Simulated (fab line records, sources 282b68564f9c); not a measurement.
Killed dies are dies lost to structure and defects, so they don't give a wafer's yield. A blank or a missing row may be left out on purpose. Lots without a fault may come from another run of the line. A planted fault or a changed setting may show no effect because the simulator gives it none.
Tool commonality check | flow rit_cmos | 14 lots, 42 wafers sampled

WHY IT WAS OPENED
At RIT_SPACER_THK_MEAS_04 the reading SPACER_NITRIDE_THK is flagged on 2 of 14 lots. Wafers without a fault read 249.8 nm, standard deviation 2.1.
Rule: a lot is flagged when every wafer of it that has a number lies more than 4 standard deviations from that mean, or none has a number. The other lots count as sound.

lot  | measured    | on            | SPACER_NITRIDE_THK (nm), wafer by wafer | flag
L663 | day 3 04:11 | film_metro-03 | 247.5 246.5 245.5                       |
L664 | day 3 09:35 | film_metro-03 | 251.8 252.5 253.1                       |
L665 | day 3 17:27 | film_metro-04 | 251.3 252.1 251.1                       |
L666 | day 3 21:57 | film_metro-03 | 253.2 254.5 250.4                       |
L667 | day 4 02:32 | film_metro-04 | 245.4 247.0 246.2                       |
L668 | day 4 04:41 | film_metro-01 | 252.4 251.9 251.8                       |
L669 | day 4 08:56 | film_metro-04 | 248.5 247.2 249.2                       |
L673 | day 5 00:48 | film_metro-03 | 249.4 249.3 250.1                       |
L674 | day 5 06:05 | film_metro-04 | 329.6 331.7 331.5                       | FLAGGED
L675 | day 5 11:19 | film_metro-01 | 330.8 330.5 333.0                       | FLAGGED
L681 | day 6 17:09 | film_metro-04 | 250.5 250.6 253.2                       |
L683 | day 7 02:32 | film_metro-01 | 249.6 250.2 250.2                       |
L684 | day 7 05:53 | film_metro-04 | 252.5 253.3 253.0                       |
L686 | day 7 16:28 | film_metro-01 | 250.2 250.3 249.2                       |
The numbers of the flagged lots are 331.2 nm on average: +81.4 nm against the usual, or +39 standard deviations.

WHICH TOOL RAN EACH LOT
The record holds 1 process step before the reading, out of a route of 202 steps. In each cell: the tool, then ch and the chambers that the sampled wafers went through, then the start.
lot  | flag    | RIT_SPACER_CVD_03
L663 |         | lpcvd-02 ch 0, day 3 02:16
L664 |         | lpcvd-01 ch 0, day 3 07:40
L665 |         | lpcvd-02 ch 0, day 3 15:32
L666 |         | lpcvd-01 ch 0, day 3 20:01
L667 |         | lpcvd-01 ch 1, day 4 00:37
L668 |         | lpcvd-02 ch 1, day 4 02:46
L669 |         | lpcvd-01 ch 0, day 4 07:01
L673 |         | lpcvd-02 ch 1, day 4 22:52
L674 | FLAGGED | lpcvd-01 ch 1, day 5 04:08
L675 | FLAGGED | lpcvd-01 ch 1, day 5 09:24
L681 |         | lpcvd-02 ch 1, day 6 14:17
L683 |         | lpcvd-02 ch 0, day 7 00:38
L684 |         | lpcvd-02 ch 0, day 7 03:58
L686 |         | lpcvd-02 ch 1, day 7 14:32
What these steps do:
- RIT_SPACER_CVD_03: deposits Si3N4 from SiH2Cl2/NH3, target thk 250 nm, time 3300 s.
- RIT_SPACER_THK_MEAS_04

FLAGGED OVER TOTAL, TOOL BY TOOL (the gauges that took the reading come last)
step                   | tool          | lots run | flagged | share of the flagged lots | sound lots run after its first flagged lot
RIT_SPACER_CVD_03      | lpcvd-01      | 6        | 2       | all                       | 0
RIT_SPACER_CVD_03      | lpcvd-02      | 8        | 0       | none                      | -
RIT_SPACER_THK_MEAS_04 | film_metro-01 | 4        | 1       | some                      | 2 (L683,L686)
RIT_SPACER_THK_MEAS_04 | film_metro-03 | 4        | 0       | none                      | -
RIT_SPACER_THK_MEAS_04 | film_metro-04 | 6        | 1       | some                      | 2 (L681,L684)

WHAT THE TABLE ALLOWS
1 row of the table ran every flagged lot: lpcvd-01 at RIT_SPACER_CVD_03.
- lpcvd-01 at RIT_SPACER_CVD_03: 2 of its 6 lots flagged. Its last sound lot is L669 (day 4 07:01), its first flagged lot L674 (day 5 04:08): a fault that began between those two fits. Its own readings lie more than 4 standard deviations out on every wafer of the flagged lots: spike_tc_centre_C, spike_tc_load_C, spike_tc_source_C, susceptor_temp_C.
One tool is left: lpcvd-01 at RIT_SPACER_CVD_03.

WHAT THE SIMULATOR HAD PUT IN
Process parameter drift: lpcvd-01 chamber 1, from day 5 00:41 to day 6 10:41, at RIT_SPACER_CVD_03. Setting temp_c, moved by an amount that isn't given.
Lots struck among those shown: L674, L675. The rule above found the same.
